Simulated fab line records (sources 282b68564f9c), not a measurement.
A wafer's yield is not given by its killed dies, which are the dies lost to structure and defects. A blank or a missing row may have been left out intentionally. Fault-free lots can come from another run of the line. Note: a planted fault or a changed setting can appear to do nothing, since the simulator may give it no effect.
fab line records	flow rit-cmos
[record] lots = 7	wafers = 21	last-day = 7
route steps=202 shown PWELL@42 WELLDRIVE@50 NWELL@51 NRETRO@53 PRETRO@64 GATE@75 M1@202
lots with no fault: from the same line, run without faults
start-h: start of the lot's first displayed wafer, in hours after the record's first day	wait-h: hours from the lot's prior step to this one	" as in the row above	L1.1+2: a row that stands for several wafers	- no value, or no start given	* or withheld: withheld	< > ~ a bound
route shown NAME@n: a module of which the file shows steps, and the number in the route of the first	usual: mean/standard deviation of fault-free wafers	same: alike in all rows	chamber/n: place in a boat	sites: per-site readings	_std_site: the values' standard deviation	_edge_site: mean of outer sites minus mean of inner sites	radius-mm: for every site, how far away it sits from the centre of the wafer	mask NAME#n: copy n	behind: the last tool/chamber to shape the wafer	hold: reason for holding the lot/hours on hold/outcome of the hold	device: names the non-switching transistor (n, p or np)	end of line: tests of these same wafers at the route's end	a step given without rows: its recipe and nothing more	killed: dies lost to structure and defects at the first sort, not the wafer's yield	map: dies across one wafer; x = killed, . = not, _ = none there
set.NAME: the setting that was run; set.NAME@STEP: the one run at that earlier step	model.NAME: the simulator's own value behind a step, which no gauge read
lots at some steps of the route; a table a step, a row a wafer
services: the hour from which a tool's chamber was out of use, counted from the record's first day as start-h (under 0 if before that day), plus the number of hours and why
[[steps]]
[step RIT_PWELL_EXPOSE_03]
[recipe] mask-id = M3	na = 0.57	target-cd-nm = 43700	dose-mj = 250
[step RIT_PWELL_PEB_04]
[recipe] resist = NOVOLAK	temp-c = withheld	time-s = withheld
[step RIT_PWELL_DEVELOP_05]
[recipe] resist = NOVOLAK	develop-time-s = 68	dev-temp-c = 23
[step RIT_PWELL_OVL_MEAS_06]
[usual] PWELL_OVL = -0.6/1.3
lot.wafer	tool	chamber	start-h	wait-h	PWELL_OVL[nm]
L489.3	overlay-02	-	30.46	-	-0.1
L489.4	"	-	"	"	-0.4
L489.6	"	-	"	"	0.0
L491.2	overlay-01	-	39.82	-	0.6
L491.3	"	-	"	"	-0.3
L491.4	"	-	"	"	-1.5
L497.2	overlay-02	-	70.17	-	-2.1
L497.4	"	-	"	"	-0.6
L497.6	"	-	"	"	-2.0
L502.1	overlay-01	-	94.73	-	-0.1
L502.4	"	-	"	"	-0.4
L502.6	"	-	"	"	-0.7
L508.2	overlay-01	-	127.50	-	-0.5
L508.4	"	-	"	"	-0.5
L508.6	"	-	"	"	-2.1
L509.2	overlay-01	-	131.38	-	-0.4
L509.3	"	-	"	"	0.9
L509.6	"	-	"	"	0.8
L510.1	overlay-02	-	133.66	-	-1.8
L510.2	"	-	"	"	-0.2
L510.3	"	-	"	"	-0.3
[step RIT_PWELL_HARDBAKE_07]
[recipe] resist = NOVOLAK	temp-c = 140	time-s = 120
[step RIT_PWELL_IMPLANT_08]
[recipe] species = B	energy-kev = 170	dose-cm2 = 7e+13	tilt-deg = 7
[step RIT_PWELL_STRIP_09]
[recipe] chemistry = O2	time-s = 180	resist = NOVOLAK	platen-temp-c = withheld	power-w = 500	pressure-mtorr = 4000	o2-flow-sccm = 4000
[usual] chamber-pressure-mTorr = 4000/3.7	drypump-motor-current-A = 5.8/0.47
lot.wafer	tool	chamber	start-h	wait-h	chamber-pressure-mTorr	drypump-motor-current-A	rf-hours-counter-h
L489.3	plasma-asher-02	0	30.95	0.1	3999	5.4	-
L489.4	"	1	"	"	3996	5.5	-
L489.6	"	0	"	"	4007	5.4	-
L491.2	plasma-asher-04	1	40.37	0.1	3999	6.1	40
L491.3	"	0	"	"	3998	6.6	-
L491.4	"	1	"	"	3998	6.1	-
L497.2	plasma-asher-04	1	70.60	0.1	4002	6.1	43
L497.4	"	1	"	"	3990	6.1	-
L497.6	"	1	"	"	4001	6.1	-
L502.1	plasma-asher-01	0	95.16	0.1	4000	5.6	30
L502.4	"	1	"	"	4002	5.2	-
L502.6	"	0	"	"	3993	5.7	-
L508.2	plasma-asher-04	1	127.99	0.1	3996	6.1	48
L508.4	"	0	"	"	3996	6.5	-
L508.6	"	0	"	"	4002	6.5	-
L509.2	plasma-asher-02	1	131.81	0.1	3999	5.5	48
L509.3	"	1	"	"	4000	5.5	-
L509.6	"	1	"	"	4003	5.5	-
L510.1	plasma-asher-01	0	134.10	0.1	4000	5.6	34
L510.2	"	1	"	"	4002	5.1	34
L510.3	"	1	"	"	4004	5.1	-
[step RIT_PWELL_TW_MEAS_10]
[usual] PWELL_TW = 946/5.4
lot.wafer	tool	chamber	start-h	wait-h	PWELL_TW
L489.3	film-metro-04	-	31.08	0.1	955
L489.4	"	-	"	"	950
L489.6	"	-	"	"	949
L491.2	film-metro-04	-	40.56	0.1	949
L491.3	"	-	"	"	946
L491.4	"	-	"	"	953
L497.2	film-metro-03	-	70.79	0.1	936
L497.4	"	-	"	"	943
L497.6	"	-	"	"	941
L502.1	film-metro-01	-	95.34	0.1	933
L502.4	"	-	"	"	940
L502.6	"	-	"	"	940
L508.2	film-metro-01	-	128.17	0.1	944
L508.4	"	-	"	"	945
L508.6	"	-	"	"	948
L509.2	film-metro-01	-	131.99	0.1	942
L509.3	"	-	"	"	942
L509.6	"	-	"	"	948
L510.1	film-metro-01	-	134.27	0.1	948
L510.2	"	-	"	"	942
L510.3	"	-	"	"	945
[step RIT_WELLDRIVE_ANNEAL_00]
[recipe] temp-c = 1100	time-s = 14700	ambient = N2
[step RIT_WELLDRIVE_RS_MEAS_01]
[recipe] thk-meas-gauge = four-point-probe
[usual] NWELL_RS = 275.5/0.69
lot.wafer	tool	chamber	start-h	wait-h	NWELL_RS[ohm/sq]
L489.3	film-metro-01	-	37.18	0.0	274.1
L489.4	"	-	"	"	274.3
L489.6	"	-	"	"	275.9
L491.2	film-metro-03	-	45.71	0.0	275.4
L491.3	"	-	"	"	274.9
L491.4	"	-	"	"	274.3
L497.2	film-metro-01	-	77.17	0.0	275.2
L497.4	"	-	"	"	274.6
L497.6	"	-	"	"	274.3
L502.1	film-metro-01	-	101.34	0.0	275.6
L502.4	"	-	"	"	274.8
L502.6	"	-	"	"	275.4
L508.2	film-metro-03	-	133.66	0.0	276.3
L508.4	"	-	"	"	275.9
L508.6	"	-	"	"	275.2
L509.2	film-metro-01	-	138.16	0.0	274.4
L509.3	"	-	"	"	275.8
L509.6	"	-	"	"	275.2
L510.1	film-metro-01	-	140.04	0.0	276.4
L510.2	"	-	"	"	275.8
L510.3	"	-	"	"	275.5
[step RIT_WELLDRIVE_RS_MEAS_02]
[recipe] thk-meas-gauge = four-point-probe
[usual] PWELL_RS = 429.5/1.1
lot.wafer	tool	chamber	start-h	wait-h	PWELL_RS[ohm/sq]
L489.3	film-metro-01	-	37.30	0.1	429.5
L489.4	"	-	"	"	430.6
L489.6	"	-	"	"	430.1
L491.2	film-metro-03	-	45.83	0.1	429.2
L491.3	"	-	"	"	430.2
L491.4	"	-	"	"	430.4
L497.2	film-metro-01	-	77.29	0.1	429.4
L497.4	"	-	"	"	429.8
L497.6	"	-	"	"	429.5
L502.1	film-metro-01	-	101.46	0.1	430.7
L502.4	"	-	"	"	428.8
L502.6	"	-	"	"	429.6
L508.2	film-metro-03	-	133.78	0.1	427.6
L508.4	"	-	"	"	428.5
L508.6	"	-	"	"	426.9
L509.2	film-metro-01	-	138.28	0.1	427.0
L509.3	"	-	"	"	429.8
L509.6	"	-	"	"	429.0
L510.1	film-metro-01	-	140.16	0.1	428.8
L510.2	"	-	"	"	429.9
L510.3	"	-	"	"	429.7
[step RIT_NRETRO_HMDS_00]
[recipe] prime-time-s = 60	prime-temp-c = 140
[step RIT_NRETRO_COAT_01]
[recipe] resist = NOVOLAK	spin-rpm = 2000	resist-thk-nm = 1300
[usual] chill-plate-temp-C = 23.01/0.11	dispense-pressure-kPa = 50.9/1.7
lot.wafer	tool	chamber	start-h	wait-h	chill-plate-temp-C	dispense-pressure-kPa
L489.3	litho-track-03	0	37.58	0.1	23.09	52.8
L489.4	"	0	"	"	22.96	52.8
L489.6	"	0	"	"	23.01	52.8
L491.2	litho-track-02	0	46.11	0.1	22.81	50.6
L491.3	"	0	"	"	22.81	50.6
L491.4	"	0	"	"	22.85	50.6
L497.2	litho-track-04	0	77.56	0.1	22.97	48.2
L497.4	"	0	"	"	22.90	48.2
L497.6	"	0	"	"	23.06	48.2
L502.1	litho-track-04	0	101.73	0.1	22.80	48.2
L502.4	"	0	"	"	23.17	48.2
L502.6	"	0	"	"	22.97	48.2
L508.2	litho-track-02	-	134.12	0.1	-	-
L508.4	"	-	"	"	-	-
L508.6	"	-	"	"	-	-
L509.2	litho-track-03	-	138.56	0.1	-	-
L509.3	"	-	"	"	-	-
L509.6	"	-	"	"	-	-
L510.1	litho-track-04	-	140.43	0.1	-	-
L510.2	"	-	"	"	-	-
L510.3	"	-	"	"	-	-
[step RIT_NRETRO_SOFTBAKE_02]
[recipe] resist = NOVOLAK	temp-c = 90	time-s = 60
[step RIT_NRETRO_EXPOSE_03]
[recipe] mask-id = M4	na = 0.57	target-cd-nm = 43900	dose-mj = 250
[step RIT_NRETRO_PEB_04]
[recipe] resist = NOVOLAK	temp-c = withheld	time-s = withheld
[step RIT_NRETRO_DEVELOP_05]
[recipe] resist = NOVOLAK	develop-time-s = 68	dev-temp-c = 23
[step RIT_NRETRO_OVL_MEAS_06]
[usual] NRETRO_OVL = -1.4/1.4
lot.wafer	tool	chamber	start-h	wait-h	NRETRO_OVL[nm]
L489.3	overlay-02	-	38.39	-	-2.3
L489.4	"	-	"	"	-1.8
L489.6	"	-	"	"	-1.8
L491.2	overlay-01	-	46.82	-	-0.5
L491.3	"	-	"	"	0.6
L491.4	"	-	"	"	-1.5
L497.2	overlay-01	-	78.28	-	2.0
L497.4	"	-	"	"	1.6
L497.6	"	-	"	"	0.3
L502.1	overlay-02	-	102.46	-	-1.5
L502.4	"	-	"	"	-2.4
L502.6	"	-	"	"	-2.8
L508.2	overlay-01	-	135.01	-	-
L508.4	"	-	"	"	-
L508.6	"	-	"	"	-
L509.2	overlay-01	-	139.39	-	-
L509.3	"	-	"	"	-
L509.6	"	-	"	"	-
L510.1	overlay-01	-	141.21	-	-
L510.2	"	-	"	"	-
L510.3	"	-	"	"	-
[step RIT_NRETRO_HARDBAKE_07]
[recipe] resist = NOVOLAK	temp-c = 140	time-s = 120
[step RIT_NRETRO_IMPLANT_08]
[recipe] species = P	energy-kev = 70	dose-cm2 = 1e+13	tilt-deg = 7
[step RIT_NRETRO_STRIP_09]
[recipe] chemistry = O2	time-s = 180	resist = NOVOLAK	platen-temp-c = withheld	power-w = 500	pressure-mtorr = 4000	o2-flow-sccm = 4000
[usual] chamber-pressure-mTorr = 4000/3.9	drypump-motor-current-A = 5.48/0.18
lot.wafer	tool	chamber	start-h	wait-h	chamber-pressure-mTorr	drypump-motor-current-A	rf-hours-counter-h
L489.3	plasma-asher-01	0	38.88	0.1	4000	5.61	-
L489.4	"	1	"	"	4000	5.15	-
L489.6	"	1	"	"	3999	5.14	-
L491.2	plasma-asher-03	0	47.25	0.1	3993	5.66	41
L491.3	"	1	"	"	4000	5.57	-
L491.4	"	0	"	"	3999	5.65	-
L497.2	plasma-asher-02	0	78.71	0.1	3999	5.45	43
L497.4	"	0	"	"	4004	5.49	-
L497.6	"	1	"	"	4003	5.50	-
L502.1	plasma-asher-01	0	102.90	0.1	4004	5.66	31
L502.4	"	1	"	"	4001	5.14	-
L502.6	"	0	"	"	3998	5.65	-
L508.2	plasma-asher-03	1	135.44	0.1	4004	5.56	2
L508.4	"	0	"	"	4000	5.65	-
L508.6	"	0	"	"	3998	5.64	-
L509.2	plasma-asher-02	0	139.82	0.1	3999	5.44	49
L509.3	"	1	"	"	3994	5.46	-
L509.6	"	1	"	"	4000	5.47	-
L510.1	plasma-asher-03	1	141.65	0.1	3999	5.54	3
L510.2	"	0	"	"	3999	5.65	3
L510.3	"	0	"	"	4000	5.66	-
[step RIT_NRETRO_TW_MEAS_10]
[usual] NRETRO_TW = 1047/4.3
lot.wafer	tool	chamber	start-h	wait-h	NRETRO_TW
L489.3	film-metro-03	-	39.01	0.1	1045
L489.4	"	-	"	"	1043
L489.6	"	-	"	"	1046
L491.2	film-metro-02	-	47.43	0.1	1043
L491.3	"	-	"	"	1047
L491.4	"	-	"	"	1046
L497.2	film-metro-02	-	78.89	0.1	1044
L497.4	"	-	"	"	1044
L497.6	"	-	"	"	1044
L502.1	film-metro-02	-	103.07	0.1	1052
L502.4	"	-	"	"	1048
L502.6	"	-	"	"	1049
L508.2	film-metro-04	-	135.63	0.1	1046
L508.4	"	-	"	"	1047
L508.6	"	-	"	"	1048
L509.2	film-metro-03	-	140.01	0.1	1043
L509.3	"	-	"	"	1041
L509.6	"	-	"	"	1046
L510.1	film-metro-02	-	141.83	0.1	1047
L510.2	"	-	"	"	1050
L510.3	"	-	"	"	1053
[step RIT_PRETRO_HMDS_00]
[recipe] prime-time-s = 60	prime-temp-c = 140
[step RIT_PRETRO_COAT_01]
[recipe] resist = NOVOLAK	spin-rpm = 2000	resist-thk-nm = 1300
[step RIT_PRETRO_SOFTBAKE_02]
[recipe] resist = NOVOLAK	temp-c = 90	time-s = 60
[step RIT_PRETRO_EXPOSE_03]
[recipe] mask-id = M5	na = 0.57	target-cd-nm = 43700	dose-mj = 250
[step RIT_PRETRO_PEB_04]
[recipe] resist = NOVOLAK	temp-c = withheld	time-s = withheld
[step RIT_PRETRO_DEVELOP_05]
[recipe] resist = NOVOLAK	develop-time-s = 68	dev-temp-c = 23
[step RIT_PRETRO_OVL_MEAS_06]
[usual] PRETRO_OVL = 1.0/1.5
lot.wafer	tool	chamber	start-h	wait-h	PRETRO_OVL[nm]
L489.3	overlay-01	-	40.14	-	4.7
L489.4	"	-	"	"	4.2
L489.6	"	-	"	"	2.1
L491.2	overlay-02	-	48.56	-	0.9
L491.3	"	-	"	"	0.8
L491.4	"	-	"	"	2.2
L497.2	overlay-01	-	79.95	-	-0.1
L497.4	"	-	"	"	-0.7
L497.6	"	-	"	"	0.0
L502.1	overlay-01	-	104.10	-	1.6
L502.4	"	-	"	"	0.2
L502.6	"	-	"	"	0.7
L508.2	overlay-02	-	136.56	-	-0.4
L508.4	"	-	"	"	-1.6
L508.6	"	-	"	"	-0.2
L509.2	overlay-02	-	140.95	-	3.5
L509.3	"	-	"	"	3.1
L509.6	"	-	"	"	4.1
L510.1	overlay-02	-	142.89	-	1.0
L510.2	"	-	"	"	-0.5
L510.3	"	-	"	"	1.9
[step RIT_PRETRO_HARDBAKE_07]
[recipe] resist = NOVOLAK	temp-c = 140	time-s = 120
[step RIT_PRETRO_IMPLANT_08]
[recipe] species = B	energy-kev = 45	dose-cm2 = 1.2e+13	tilt-deg = 7
[step RIT_PRETRO_STRIP_09]
[recipe] chemistry = O2	time-s = 180	resist = NOVOLAK	platen-temp-c = withheld	power-w = 500	pressure-mtorr = 4000	o2-flow-sccm = 4000
[usual] chamber-pressure-mTorr = 4000/3.9	drypump-motor-current-A = 5.62/0.28
lot.wafer	tool	chamber	start-h	wait-h	chamber-pressure-mTorr	drypump-motor-current-A	rf-hours-counter-h
L489.3	plasma-asher-02	0	40.62	0.1	4003	5.44	-
L489.4	"	1	"	"	3995	5.48	-
L489.6	"	1	"	"	4004	5.53	-
L491.2	plasma-asher-02	1	48.99	0.1	4002	5.49	39
L491.3	"	0	"	"	4002	5.48	-
L491.4	"	1	"	"	3997	5.52	-
L497.2	plasma-asher-02	1	80.38	0.1	4003	5.48	43
L497.4	"	0	"	"	4002	5.46	-
L497.6	"	1	"	"	3998	5.47	-
L502.1	plasma-asher-03	0	104.54	0.1	4003	5.66	47
L502.4	"	0	"	"	4000	5.66	-
L502.6	"	0	"	"	3999	5.65	-
L508.2	plasma-asher-03	0	136.99	0.1	3997	5.65	2
L508.4	"	0	"	"	4001	5.66	-
L508.6	"	1	"	"	3996	5.53	-
L509.2	plasma-asher-02	0	141.38	0.1	3998	5.47	50
L509.3	"	0	"	"	4003	5.45	-
L509.6	"	0	"	"	4005	5.47	-
L510.1	plasma-asher-02	1	143.33	0.1	3998	5.50	50
L510.2	"	0	"	"	4001	5.46	50
L510.3	"	0	"	"	4000	5.41	-
[step RIT_PRETRO_TW_MEAS_10]
[usual] PRETRO_TW = 472.9/2.2
lot.wafer	tool	chamber	start-h	wait-h	PRETRO_TW
L489.3	film-metro-02	-	40.76	0.1	471.8
L489.4	"	-	"	"	474.6
L489.6	"	-	"	"	472.2
L491.2	film-metro-01	-	49.17	0.1	471.7
L491.3	"	-	"	"	475.3
L491.4	"	-	"	"	469.2
L497.2	film-metro-01	-	80.57	0.1	470.4
L497.4	"	-	"	"	468.6
L497.6	"	-	"	"	470.8
L502.1	film-metro-01	-	104.71	0.1	472.6
L502.4	"	-	"	"	471.6
L502.6	"	-	"	"	472.5
L508.2	film-metro-03	-	137.18	0.1	1069.7
L508.4	"	-	"	"	1074.7
L508.6	"	-	"	"	1073.9
L509.2	film-metro-03	-	141.56	0.1	1065.9
L509.3	"	-	"	"	1065.2
L509.6	"	-	"	"	1072.5
L510.1	film-metro-03	-	143.50	0.1	1066.9
L510.2	"	-	"	"	1069.9
L510.3	"	-	"	"	1064.0
[step RIT_GATE_WET_ETCH_00]
[recipe] chemistry = BOE	target = SiO2	target-depth-nm = 56	time-s = 60	dry = n2-spin	dilution = 10:1	temp-c = 21.5
[step RIT_M1_PROBE_99]
[usual] killed-at-contacts = 0.1/0.23	killed-at-front-end = 6.7/2.7	killed-dies = 6.7/2.7	killed-on-rim = 1.8/1.2	killed-open = 3.2/1.8	killed-short = 3.5/1.9
[same] gross-dies = 264	killed_at_M0_to_M3 = 0	killed_at_M4_up = 0	killed-at-back-side = 0	killed-at-other = 0
lot.wafer	tool	chamber	start-h	wait-h	killed-at-contacts	killed-at-front-end	killed-dies	killed-on-rim	killed-open	killed-short
L489.3	prober-02	-	66.69	0.2	0	6	6	1	3	3
L489.4	prober-02	-	66.74	0.2	0	5	5	1	1	4
L489.6	prober-02	-	66.84	0.2	0	7	7	1	1	6
L508.2	prober-02	-	166.19	0.1	0	264	264	70	3	2
L508.4	prober-02	-	166.29	0.2	0	264	264	70	1	1
L508.6	prober-02	-	166.39	0.2	0	264	264	70	5	2
L509.2	prober-01	-	169.62	0.1	0	264	264	70	2	3
L509.3	prober-01	-	169.67	0.2	0	264	264	70	4	6
L509.6	prober-01	-	169.82	0.2	0	264	264	70	4	3
L510.1	prober-02	-	171.07	0.1	0	264	264	70	1	2
L510.2	prober-02	-	171.12	0.1	0	264	264	70	2	1
L510.3	prober-02	-	171.17	0.2	0	264	264	70	2	3
// killed by level:class
L489.3 GATE:geometric-particle:short=2 GATE:geometric-particle:open=2 REOX:geometric-particle:short=1 SPACER:geometric-particle:open=1
L489.4 GATE:geometric-particle:short=2 FOX2:geometric-particle:short=1 REOX:geometric-particle:short=1 SILICIDE:geometric-particle:open=1
L489.6 GATE:geometric-particle:short=4 SPACER:geometric-particle:short=2 REOX:geometric-particle:open=1
L508.2 NRETRO:area-expose=259 FOX1:geometric-particle:open=2 GATE:geometric-particle:short=1 SPACER:geometric-particle:open=1 SILICIDE:geometric-particle:short=1
L508.4 NRETRO:area-expose=262 GATE:geometric-particle:short=1 GATE:geometric-particle:open=1
L508.6 NRETRO:area-expose=257 SPACER:geometric-particle:open=2 SILICIDE:geometric-particle:open=2 FOX1:geometric-particle:open=1 REOX:geometric-particle:short=1 SPACER:geometric-particle:short=1
L509.2 NRETRO:area-expose=259 FOX1:geometric-particle:open=2 FOX1:geometric-particle:short=1 GATE:geometric-particle:short=1 SPACER:geometric-particle:short=1
L509.3 NRETRO:area-expose=254 SPACER:geometric-particle:open=3 SPACER:geometric-particle:short=3 GATE:geometric-particle:short=2 FOX1:geometric-particle:open=1 REOX:geometric-particle:short=1
L509.6 NRETRO:area-expose=257 FOX1:geometric-particle:open=1 FOX2:geometric-particle:short=1 FOX2:geometric-particle:open=1 GATE:geometric-particle:open=1 GATE:geometric-particle:short=1 REOX:geometric-particle:open=1 SPACER:geometric-particle:short=1
L510.1 NRETRO:area-expose=261 GATE:geometric-particle:open=1 SPACER:geometric-particle:short=1 SILICIDE:geometric-particle:short=1
L510.2 NRETRO:area-expose=261 FOX2:geometric-particle:short=1 GATE:geometric-particle:open=1 SPACER:geometric-particle:open=1
L510.3 NRETRO:area-expose=259 SPACER:geometric-particle:short=2 SILICIDE:geometric-particle:open=2 SILICIDE:geometric-particle:short=1
// map L508.2 (x killed, . not)
________xxxxxxx_______
_____xxxxxxxxxxxxx____
____xxxxxxxxxxxxxxx___
___xxxxxxxxxxxxxxxxx__
__xxxxxxxxxxxxxxxxxxx_
__xxxxxxxxxxxxxxxxxxx_
_xxxxxxxxxxxxxxxxxxxxx
_xxxxxxxxxxxxxxxxxxxxx
_xxxxxxxxxxxxxxxxxxxxx
_xxxxxxxxxxxxxxxxxxxxx
__xxxxxxxxxxxxxxxxxxx_
__xxxxxxxxxxxxxxxxxxx_
___xxxxxxxxxxxxxxxxx__
____xxxxxxxxxxxxxxx___
_____xxxxxxxxxxxxx____
________xxxxxxx_______
// map L509.2 (x killed, . not)
________xxxxxxx_______
_____xxxxxxxxxxxxx____
____xxxxxxxxxxxxxxx___
___xxxxxxxxxxxxxxxxx__
__xxxxxxxxxxxxxxxxxxx_
__xxxxxxxxxxxxxxxxxxx_
_xxxxxxxxxxxxxxxxxxxxx
_xxxxxxxxxxxxxxxxxxxxx
_xxxxxxxxxxxxxxxxxxxxx
_xxxxxxxxxxxxxxxxxxxxx
__xxxxxxxxxxxxxxxxxxx_
__xxxxxxxxxxxxxxxxxxx_
___xxxxxxxxxxxxxxxxx__
____xxxxxxxxxxxxxxx___
_____xxxxxxxxxxxxx____
________xxxxxxx_______
[[services]]
tool	chamber	start-h	hours	kind
plasma-asher-03	-	108.84	9.0	pm
plasma-asher-03	0	108.84	9.0	vent-cycle
plasma-asher-03	1	108.84	9.0	vent-cycle
plasma-asher-03	0	117.84	-	clean
plasma-asher-03	1	117.84	-	clean
[[key]]
[first-sign] step = RIT_NRETRO_COAT_01	reading = tool-record	direction = missing
[effect] step = RIT_NRETRO_OVL_MEAS_06	reading = NRETRO_OVL	direction = missing
[effect] step = RIT_PRETRO_TW_MEAS_10	reading = PRETRO_TW	direction = up	sigmas = 99+	usual = 472.9	struck = 1069.2
[effect] step = RIT_M1_PROBE_99	reading = killed-at-front-end	direction = up	sigmas = 96	usual = 6.7	struck = 264
[more-kills-born-at] RIT_NRETRO_EXPOSE_03@iline-stepper-01 = 1551	RIT_NRETRO_EXPOSE_03@iline-stepper-02 = 778
met-at RIT_NRETRO_COAT_01
struck-wafers L508.2,L508.4,L508.6,L509.2,L509.3,L509.6,L510.1,L510.2,L510.3
tester-left-out L508,L509,L510
onset-between 101.73 134.12
[fault] kind = skipped-step-whole	tool = litho-track-02,litho-track-03,litho-track-04	chamber = -	onset-h = 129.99	steps = RIT_NRETRO_COAT_01	scope = struck-lots-only
// tester-left-out: of these lots the tester's yield and bins aren't shown, on N5 and GAA mostly nor the transistor test; their killed dies are dies lost to structure and defects alone, not to doping, threshold or leakage, so they don't give the yield
